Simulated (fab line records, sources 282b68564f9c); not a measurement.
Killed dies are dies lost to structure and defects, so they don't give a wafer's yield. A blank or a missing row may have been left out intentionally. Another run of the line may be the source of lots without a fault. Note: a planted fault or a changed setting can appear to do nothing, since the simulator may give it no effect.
Problem report in the 8D (eight disciplines) form, filled by code -- flow rit cmos -- the parts of the form that need people (team, actions taken, sign-off) are left out

## 1. WHAT IS WRONG
At RIT_NWELL_IMPLANT_08, beam energy keV averages 163.50 over 6 wafers from 2 lots, while fault-free wafers read 170.00, standard deviation 0.057. That is -99 or more standard deviations from the usual mean.
Earliest sighting: wafer L528.1 on implanter-04 at day 5 22:29. The record has a number at this step for 18 wafers belonging to 6 lots. By rule, "out" or "out of limits" means more than 4 standard deviations away from the usual mean. All remaining wafers that have a number are taken as sound.

## 2. WHAT IT IS, AND WHAT IT ISN'T
question,is,is not
which readings at this step,beam energy keV,beam on s
which lots,"L528, L530","L510, L513, L520, L531"
which wafers of those lots,all that have a number,-
read on which tools,implanter-04,"implanter-01, implanter-02"
when,from day 5 22:29,up to then (9 sound wafers); but 3 sound wafers of L531 came after

## 3. WHAT RULES OUT EACH SUSPECT
Counting: a tool at a process step up to the reading stays a suspect if it ran every lot that is out and no sound lot after the first of them.
- implanter-04 at RIT_NWELL_IMPLANT_08: kept. It processed each lot that is out, first L528 at day 5 22:29, and no sound lot thereafter; up to then, the last sound lot it processed was L520 at day 4 09:17. Its own beam energy keV readings are out on those wafers.
Left after counting: implanter-04 at RIT_NWELL_IMPLANT_08.

## 4. THE CAUSE (what the simulator had put in)
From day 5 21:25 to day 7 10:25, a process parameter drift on implanter-04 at RIT_NWELL_IMPLANT_08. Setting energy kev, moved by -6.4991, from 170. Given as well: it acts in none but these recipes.
The count eliminated every tool but this one.

## 5. THE CHAIN OF EFFECTS, in route order
Each row: a reading where the mean over the struck wafers with a number is more than 3 standard deviations away from the usual. Scope: only readings with a usual standard deviation given in the record; hours: median across lots of the time from each lot's start at the first step in this table that gives one to its start at this step; sigmas: change in usual standard deviations.
hours,step,reading,usual,on struck wafers,change,sigmas
0,RIT_NWELL_IMPLANT_08,beam energy keV,170.00,163.50,-6.50,-99 or more
It contains these process steps:
- RIT_NWELL_IMPLANT_08

## 6. HOW IT WOULD HAVE BEEN CAUGHT EARLIER
In this record the first reading out of limits was taken at day 5 22:29, 1 hour after the fault began at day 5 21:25.
